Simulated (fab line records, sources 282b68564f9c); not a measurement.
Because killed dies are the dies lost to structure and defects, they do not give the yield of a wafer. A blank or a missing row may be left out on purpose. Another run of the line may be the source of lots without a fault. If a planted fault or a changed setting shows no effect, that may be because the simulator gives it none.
Chamber matching -- flow rit cmos -- rie si-02 running RIT_GATE_ETCH_19: 4 sister chambers
The step etches poly-Si in SF6/CHF3/O2, stops on SiO2, time 165 s, target depth 312.5 nm. 4 wafers are shown with their chamber, then 8 later ones without.

== EACH WAFER AND ITS CHAMBER ==
wafer,chamber,throttle valve pct (%)
L727.2,0,10.23
L731.5,2,10.04
L731.6,1,10.51
L733.1,3,10.05

== WAFERS WITH NO CHAMBER GIVEN ==
wafer,throttle valve pct (%)
L733.4,10.50
L733.5,10.51
L741.1,10.05
L741.2,10.24
L741.5,10.04
L743.1,10.49
L743.2,10.04
L743.4,10.24

== CHAMBER TAKEN BY EACH ==
wafer,from the rows above,in truth
L733.4,1,1
L733.5,1,1
L741.1,can't be placed: 3 or 2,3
L741.2,0,0
L741.5,can't be placed: 2 or 3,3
L743.1,1,1
L743.2,can't be placed: 2 or 3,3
L743.4,0,0
Correctly placed: 5 of 8. These rows do not allow placing 3 (true chamber among the candidates in 3). Wrongly placed: 0.
How it was worked out, from the rows above alone: a wafer's distance from a chamber is the root of the sum, over the readings, of the square of ((its reading less the chamber's mean) divided by the reading's scatter). The wafer belongs to the nearest chamber; if the next one is less than 2 further off, it can't be placed. The mean given for a chamber averages the wafers shown for that chamber. The scatter: root of mean squared gap, hidden wafer to nearest shown wafer, with one shown wafer a chamber.
